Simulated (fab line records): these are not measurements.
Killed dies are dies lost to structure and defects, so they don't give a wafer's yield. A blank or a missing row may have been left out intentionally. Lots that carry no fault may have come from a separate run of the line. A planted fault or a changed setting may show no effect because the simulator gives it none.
What tool caused it?	flow rit_cmos	15 lots, 45 wafers sampled, at 2 steps of a route of 202

WHAT THE GAUGES SHOWED, per wafer
No reading from a measuring or inspecting step in the record can be judged against a usual standard deviation.

EACH LOT AND THE TOOL THAT RAN IT (in order: tool; ch and the chambers of the sampled wafers; start)
lot	RIT_SPACER_ETCHBACK_05	RIT_M1_PROBE_99
L952	rie_diel-01 ch 0,1, day 3 03:02	-
L953	rie_diel-03 ch 1,2,3, day 3 07:05	-
L954	rie_diel-03 ch 0,1,2, day 3 14:02	-
L955	rie_diel-01 ch 0,3, day 3 15:58	prober-01, day 4 03:11
L956	rie_diel-03 ch 1,2,3, day 3 21:04	prober-02, day 4 07:52
L957	rie_diel-03 ch 0,1, day 4 01:36	prober-01, day 4 12:55
L958	rie_diel-01 ch 1,2,3, day 4 05:14	-
L963	rie_diel-01 ch 0,2, day 5 08:59	prober-01, day 5 20:04
L966	rie_diel-02 ch 0,1,3, day 6 04:40	prober-02, day 6 15:52
L968	rie_diel-01 ch 0,3, day 6 17:00	prober-02, day 7 04:13
L970	rie_diel-01 ch 0,2,3, day 6 21:16	prober-02, day 7 08:46
L972	rie_diel-01 ch 0,1,2, day 7 11:11	prober-02, day 7 23:38
L973	rie_diel-03 ch 0,3, day 7 15:13	prober-01, day 8 02:41
L974	rie_diel-03 ch 0,1, day 7 19:43	-
L975	rie_diel-01 ch 0,1, day 7 23:53	-
- RIT_SPACER_ETCHBACK_05: etches Si3N4 in SF6/CHF3, stops on SiO2, target depth 250 nm, time 246.9 s.
- RIT_M1_PROBE_99

AS READ BY THE TOOLS THEMSELVES (means over the sampled wafers that have a number; for cases with no such wafer, the mark the record gives instead)
RIT_SPACER_ETCHBACK_05. Usual: CHF3_flow_sccm 30.00 sccm, standard deviation 0.089; SF6_flow_sccm 30.00 sccm, standard deviation 0.089; drypump_motor_current_A 5.80 A, standard deviation 0.28; oes_product_au 0.845 a.u., standard deviation 0.015; throttle_valve_pct 10.28 %, standard deviation 0.17.
lot	tool	CHF3_flow_sccm (sccm)	SF6_flow_sccm (sccm)	drypump_motor_current_A (A)	oes_product_au (a.u.)	throttle_valve_pct (%)	flag
L952	rie_diel-01	30.02	29.94	5.82	0.849	10.28	
L953	rie_diel-03	29.98	30.01	6.15	0.832	10.33	
L954	rie_diel-03	30.00	30.00	6.05	0.836	10.38	
L955	rie_diel-01	-	-	-	-	-	OFF
L956	rie_diel-03	-	-	-	-	-	OFF
L957	rie_diel-03	-	-	-	-	-	OFF
L958	rie_diel-01	29.97	29.96	5.77	0.846	10.28	
L963	rie_diel-01	30.06	29.86	5.60	0.858	10.28	
L966	rie_diel-02	30.05	29.93	5.31	0.840	10.24	
L968	rie_diel-01	30.03	30.03	5.92	0.866	10.09	
L970	rie_diel-01	29.99	30.00	5.76	0.851	10.18	
L972	rie_diel-01	29.90	30.01	5.72	0.860	10.27	
L973	rie_diel-03	30.03	29.99	5.91	0.826	10.50	
L974	rie_diel-03	30.04	30.00	5.90	0.839	10.49	
L975	rie_diel-01	29.99	29.93	5.84	0.847	10.27	

RIT_M1_PROBE_99. Usual: killed_at_M0_to_M3 0.0, standard deviation 0.12; killed_at_contacts 0.0, standard deviation 0.2; killed_at_front_end 6.6, standard deviation 2.8; killed_dies 6.6, standard deviation 2.8; killed_on_rim 1.8, standard deviation 1.2; killed_open 3.3, standard deviation 1.9; killed_short 3.2, standard deviation 1.8.
lot	tool	killed_at_M0_to_M3	killed_at_contacts	killed_at_front_end	killed_dies	killed_on_rim	killed_open	killed_short	flag
L955	prober-01	0.0	0.0	264.0	264.0	70.0	3.7	3.3	OFF
L956	prober-02	0.0	0.0	264.0	264.0	70.0	5.3	2.0	OFF
L957	prober-01	0.0	0.0	264.0	264.0	70.0	4.3	4.7	OFF
L963	prober-01	0.0	0.0	7.3	7.3	1.3	4.7	2.7	
L966	prober-02	0.0	0.0	8.0	8.0	2.0	4.0	3.7	
L968	prober-02	0.0	0.0	9.7	9.7	3.3	5.3	4.3	
L970	prober-02	0.0	0.0	7.7	7.7	2.3	4.0	3.7	
L972	prober-02	0.0	0.0	4.0	4.0	1.7	2.3	1.7	
L973	prober-01	0.0	0.0	8.3	8.3	2.0	3.7	4.0	

THE ANSWER, worked out from the rows above alone
Rule: a lot counts as off when the mean over its wafers that have a number is more than 3 standard deviations away from the usual mean. A lot without any number at a reading at which 4 lots or more have one is off too. The other lots that the step has rows for count as sound. The gauges are gone through in route order, then the tools' own readings, and for those a lot's mean is taken as printed above. The first step at which some lot is off is used, and at that step the reading that is off furthest; a lot without a number counts as furthest.
Off: L955, L956, L957, at RIT_SPACER_ETCHBACK_05 (CHF3_flow_sccm). Without a number there: L955, L956, L957.
A tool fits if, at that step or a process step before it, it ran every lot that is off, and no sound lot after the first of them. None of those tried fits.

WHAT HAD BEEN PUT IN BY THE SIMULATOR
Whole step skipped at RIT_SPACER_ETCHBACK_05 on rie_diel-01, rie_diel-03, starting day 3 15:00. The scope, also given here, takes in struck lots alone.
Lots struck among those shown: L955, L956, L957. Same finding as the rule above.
